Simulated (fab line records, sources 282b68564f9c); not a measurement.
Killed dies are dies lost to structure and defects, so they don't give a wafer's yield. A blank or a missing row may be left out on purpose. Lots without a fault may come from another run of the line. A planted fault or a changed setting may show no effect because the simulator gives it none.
A struck lot beside a sound one | flow rit_cmos | 21 steps out of a route of 202
Sound: wafers L132.1, L132.3, L132.6. Struck: wafers L136.1, L136.3, L136.4. The cause comes at the end.
At each step with rows: each side's tool, then ch and its chambers, then its first start. Under that, the readings that differ: sound wafers | struck wafers | difference of the means | sigmas: that difference in standard deviations of wafers without a fault.
alike: readings whose means differ by less than 2 such deviations, and words and numbers that are the same on both sides. not compared: withheld readings, readings that some wafer has no value for, bounds like >300 that may hide the same value, and numbers for which the record gives no deviation and whose values overlap.
The two part at a step that has a row with sigmas, a row that says differs or no value, or rows on one side only. Numbers that don't overlap but have no deviation are shown without sigmas and don't part them. A reading that every wafer of one side lacks parts them only if that side has two wafers or more.

first, 4 steps without rows for these wafers: RIT_ACTIVE_CLEAN_15 (cleans in SC1, time 600 s); RIT_ACTIVE_CLEAN_16 (cleans in dHF, time 30 s); RIT_ACTIVE_CLEAN_17 (cleans in SC2, time 600 s); RIT_FOX1_OXIDATION_00 (target thk 350.7 nm, ox time 1130 s).
RIT_FOX1_THK_MEAS_01:
  sound on film_metro-01, day 3 03:56; struck on film_metro-02, day 3 23:49
  reading             | sound       | struck      | difference | sigmas
  FOX1_OXIDE_THK (nm) | 359 360 357 | 342 347 343 | -15        | -2
then, 2 steps without rows for these wafers: RIT_FOX1_WET_ETCH_02 (etches SiO2 in BOE, target depth 350 nm, time 390 s); RIT_FOX2_OXIDATION_00 (target thk 350.7 nm, ox time 1130 s).
RIT_FOX2_THK_MEAS_01:
  sound on film_metro-04, day 3 05:26; struck on film_metro-03, day 4 01:22
  alike: FOX2_OXIDE_THK
then, 2 steps without rows for these wafers: RIT_FOX2_CLEAN_02 (cleans in dHF, time 180 s); RIT_FOX2_WET_ETCH_03 (etches Si3N4 in H3PO4, target depth 195 nm, time 2700 s).
RIT_FOX2_THK_MEAS_90:
  sound on film_metro-03, day 3 07:13; struck on film_metro-03, day 4 02:15
  alike: FIELD_OXIDE_LEFT_1_THK
then, 1 step without rows for these wafers: RIT_NWELL_HMDS_00 (prime time 60 s).
RIT_NWELL_COAT_01: resist thk 1300 nm.
  sound on litho_track-03 ch 0, day 3 07:25; struck on litho_track-03 ch 0, day 4 02:28
  reading                                    | sound                | struck               | difference | sigmas
  spin_speed_rpm (rpm)                       | 1997.3 1998.8 1999.4 | 1487.8 1488.1 1489.0 | -510.2     | -99 or more
  model.NOVOLAK_of_NWELL_COAT_01.thk_nm (nm) | 1307 1304 1308       | 1508 1507 1506       | +201       |
  alike: resist_line_temp_C
then, 4 steps without rows for these wafers: RIT_NWELL_SOFTBAKE_02 (time 60 s); RIT_NWELL_EXPOSE_03 (exposes mask M2, target cd 43900 nm); RIT_NWELL_PEB_04; RIT_NWELL_DEVELOP_05 (develop time 68 s).
RIT_NWELL_OVL_MEAS_06:
  sound on overlay-01, day 3 08:09; struck on overlay-02, day 4 03:19
  alike: NWELL_OVL
RIT_NWELL_HARDBAKE_07: time 120 s.
  sound on litho_track-03 ch 0, day 3 08:11; struck on litho_track-03 ch 0, day 4 03:21
  reading                                    | sound          | struck         | difference | sigmas
  model.NOVOLAK_of_NWELL_COAT_01.thk_nm (nm) | 1143 1141 1144 | 1316 1315 1314 | +172       |
  alike: resist_line_temp_C
then, 1 step without rows for these wafers: RIT_NWELL_IMPLANT_08.
RIT_M1_PROBE_99:
  sound on prober-01, day 4 20:23; struck on prober-01, day 5 14:52
  alike: killed_at_contacts, killed_at_front_end, killed_dies, killed_open, killed_short

WHERE THEY PART
First at RIT_FOX1_THK_MEAS_01; last, within this record, at RIT_NWELL_COAT_01. Later steps at which nothing parts them and some readings are alike: RIT_NWELL_OVL_MEAS_06, RIT_NWELL_HARDBAKE_07, RIT_M1_PROBE_99.

WHY: what the simulator had put in
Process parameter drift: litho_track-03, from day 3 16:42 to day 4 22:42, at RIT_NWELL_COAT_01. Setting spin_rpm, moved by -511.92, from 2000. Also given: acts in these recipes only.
